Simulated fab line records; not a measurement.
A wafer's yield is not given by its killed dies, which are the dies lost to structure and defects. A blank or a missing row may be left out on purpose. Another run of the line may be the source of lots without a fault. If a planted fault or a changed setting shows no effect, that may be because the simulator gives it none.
Split-lot study || flow berkeley-cmos170 || 5 lots, 23 wafers read, on a route of 331 steps

== THE SPLIT ==
At UCB170_SILICIDE_SPUTTER_01 (material Ti, target thk 30 nm, time 25 s), the setting power-w was moved away from the recipe's 1500 W on 5 of the 23 wafers read, by -9.5% to +4.1%. For the rest of the wafers, this setting stayed at what the recipe calls for.

== THE PATH FROM SPLIT TO READING: the file shows 1 step between them ==
- UCB170_SILICIDE_RS_MEAS_02: measures by four-point-probe

== THE READING ==
SILICIDE_TI_THK, in nm, at UCB170_SILICIDE_THK_MEAS_03 (measures by xrf). Typical for fault-free wafers on this fab line: 29.6 nm, with standard deviation 0.48 nm.

{"wafer": "L077.1", "tool, chamber at the split": "pvd-sputter-04, -", "power-w as run, W": 1500, "against the recipe": "recipe", "SILICIDE_TI_THK, nm": 30.5, "against lot-mates on the recipe": "-"}
{"wafer": "L077.2", "tool, chamber at the split": "pvd-sputter-04, -", "power-w as run, W": 1500, "against the recipe": "recipe", "SILICIDE_TI_THK, nm": 29.4, "against lot-mates on the recipe": "-"}
{"wafer": "L077.3", "tool, chamber at the split": "pvd-sputter-04, -", "power-w as run, W": 1500, "against the recipe": "recipe", "SILICIDE_TI_THK, nm": 29.8, "against lot-mates on the recipe": "-"}
{"wafer": "L077.4", "tool, chamber at the split": "pvd-sputter-04, -", "power-w as run, W": 1500, "against the recipe": "recipe", "SILICIDE_TI_THK, nm": 30.1, "against lot-mates on the recipe": "-"}
{"wafer": "L077.6", "tool, chamber at the split": "pvd-sputter-04, -", "power-w as run, W": 1500, "against the recipe": "recipe", "SILICIDE_TI_THK, nm": 30.0, "against lot-mates on the recipe": "-"}
{"wafer": "L080.1", "tool, chamber at the split": "pvd-sputter-01, -", "power-w as run, W": 1500, "against the recipe": "recipe", "SILICIDE_TI_THK, nm": 28.4, "against lot-mates on the recipe": "-"}
{"wafer": "L080.2", "tool, chamber at the split": "pvd-sputter-01, -", "power-w as run, W": 1500, "against the recipe": "recipe", "SILICIDE_TI_THK, nm": 29.1, "against lot-mates on the recipe": "-"}
{"wafer": "L080.6", "tool, chamber at the split": "pvd-sputter-01, -", "power-w as run, W": 1500, "against the recipe": "recipe", "SILICIDE_TI_THK, nm": 29.1, "against lot-mates on the recipe": "-"}
{"wafer": "L082.1", "tool, chamber at the split": "pvd-sputter-02, -", "power-w as run, W": 1500, "against the recipe": "recipe", "SILICIDE_TI_THK, nm": 30.0, "against lot-mates on the recipe": "-"}
{"wafer": "L082.3", "tool, chamber at the split": "pvd-sputter-02, -", "power-w as run, W": 1500, "against the recipe": "recipe", "SILICIDE_TI_THK, nm": 29.5, "against lot-mates on the recipe": "-"}
{"wafer": "L082.4", "tool, chamber at the split": "pvd-sputter-02, -", "power-w as run, W": 1500, "against the recipe": "recipe", "SILICIDE_TI_THK, nm": 29.8, "against lot-mates on the recipe": "-"}
{"wafer": "L082.5", "tool, chamber at the split": "pvd-sputter-02, -", "power-w as run, W": 1500, "against the recipe": "recipe", "SILICIDE_TI_THK, nm": 29.4, "against lot-mates on the recipe": "-"}
{"wafer": "L082.6", "tool, chamber at the split": "pvd-sputter-02, -", "power-w as run, W": 1500, "against the recipe": "recipe", "SILICIDE_TI_THK, nm": 30.1, "against lot-mates on the recipe": "-"}
{"wafer": "L085.1", "tool, chamber at the split": "pvd-sputter-04, -", "power-w as run, W": 1561, "against the recipe": "+4.1%", "SILICIDE_TI_THK, nm": 30.7, "against lot-mates on the recipe": "+0.4"}
{"wafer": "L085.2", "tool, chamber at the split": "pvd-sputter-04, -", "power-w as run, W": 1500, "against the recipe": "recipe", "SILICIDE_TI_THK, nm": 30.1, "against lot-mates on the recipe": "-"}
{"wafer": "L085.3", "tool, chamber at the split": "pvd-sputter-04, -", "power-w as run, W": 1561, "against the recipe": "+4.1%", "SILICIDE_TI_THK, nm": 31.8, "against lot-mates on the recipe": "+1.5"}
{"wafer": "L085.4", "tool, chamber at the split": "pvd-sputter-04, -", "power-w as run, W": 1561, "against the recipe": "+4.1%", "SILICIDE_TI_THK, nm": 31.1, "against lot-mates on the recipe": "+0.8"}
{"wafer": "L085.6", "tool, chamber at the split": "pvd-sputter-04, -", "power-w as run, W": 1500, "against the recipe": "recipe", "SILICIDE_TI_THK, nm": 30.5, "against lot-mates on the recipe": "-"}
{"wafer": "L084.1", "tool, chamber at the split": "pvd-sputter-04, -", "power-w as run, W": 1500, "against the recipe": "recipe", "SILICIDE_TI_THK, nm": 30.1, "against lot-mates on the recipe": "-"}
{"wafer": "L084.2", "tool, chamber at the split": "pvd-sputter-04, -", "power-w as run, W": 1358, "against the recipe": "-9.5%", "SILICIDE_TI_THK, nm": 26.9, "against lot-mates on the recipe": -2.7}
{"wafer": "L084.4", "tool, chamber at the split": "pvd-sputter-04, -", "power-w as run, W": 1500, "against the recipe": "recipe", "SILICIDE_TI_THK, nm": 28.9, "against lot-mates on the recipe": "-"}
{"wafer": "L084.5", "tool, chamber at the split": "pvd-sputter-04, -", "power-w as run, W": 1358, "against the recipe": "-9.5%", "SILICIDE_TI_THK, nm": 26.7, "against lot-mates on the recipe": -2.9}
{"wafer": "L084.6", "tool, chamber at the split": "pvd-sputter-04, -", "power-w as run, W": 1500, "against the recipe": "recipe", "SILICIDE_TI_THK, nm": 29.9, "against lot-mates on the recipe": "-"}

THE FIT
A straight line over all 23 wafers: SILICIDE_TI_THK changes by +0.321 nm for each +1% of power-w; r = +0.89; the points scatter about the line by 0.54 nm.
The same after taking each lot's own level away (the mean of its wafers on the recipe; 23 wafers): +0.281 nm for each +1%; r = +0.92; scatter 0.38 nm.
That fit puts the effect of the largest move of power-w on the reading at 2.7 nm.
Measured against the standard deviation above, the lots' own levels, which go from 28.87 to 30.30 nm, span 3.0 times it.
Hence the slope depends on the lot-to-lot level, as the two fits are not the same.
Check: for one of the wafers moved furthest among these (-9.5%), held out of the fit, the line's prediction against its lot-mates is -2.69 nm. Against them it came out at -2.73 nm.

== THE OTHER SPLITS THESE WAFERS WENT THROUGH ==
Other splits were also applied to these wafers ahead of the reading. Each is held against what the fit with the lots' levels taken away leaves over:
{"other split on the same wafers": "UCB170_PSD_EXPOSE_03 dose-mj", "wafers away from the commonest value": 6, "r with SILICIDE_TI_THK (lot level and that fit taken away)": -0.12}
{"other split on the same wafers": "UCB170_NSD_IMPLANT_08 dose-cm2", "wafers away from the commonest value": 7, "r with SILICIDE_TI_THK (lot level and that fit taken away)": "+0.16"}
{"other split on the same wafers": "UCB170_BACKSIDE_COAT_01 resist-thk-nm", "wafers away from the commonest value": 7, "r with SILICIDE_TI_THK (lot level and that fit taken away)": -0.12}

== THE WHOLE CHAIN: every reading that the file lists as answering this split, in the file's order ==
{"step": "UCB170_SILICIDE_SPUTTER_01", "what it does": "material Ti, target thk 30 nm, time 25 s", "reading": "Ti_of_SILICIDE_SPUTTER_01.thk-nm (the simulator's own value, which no gauge read)", "change (the file's fit)": "+0.287 nm for each +1% of the setting", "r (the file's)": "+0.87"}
{"step": "UCB170_SILICIDE_RS_MEAS_02", "what it does": "measures by four-point-probe", "reading": "SILICIDE_TI_RS", "change (the file's fit)": "-0.315 for each +1% of the setting", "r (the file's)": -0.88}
{"step": "UCB170_SILICIDE_THK_MEAS_03", "what it does": "measures by xrf", "reading": "SILICIDE_TI_THK", "change (the file's fit)": "+0.286 for each +1% of the setting", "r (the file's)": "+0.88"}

== FILE'S OWN FIT ==
SILICIDE_TI_THK changes by +0.286 nm for each +1% of power-w, r = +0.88.
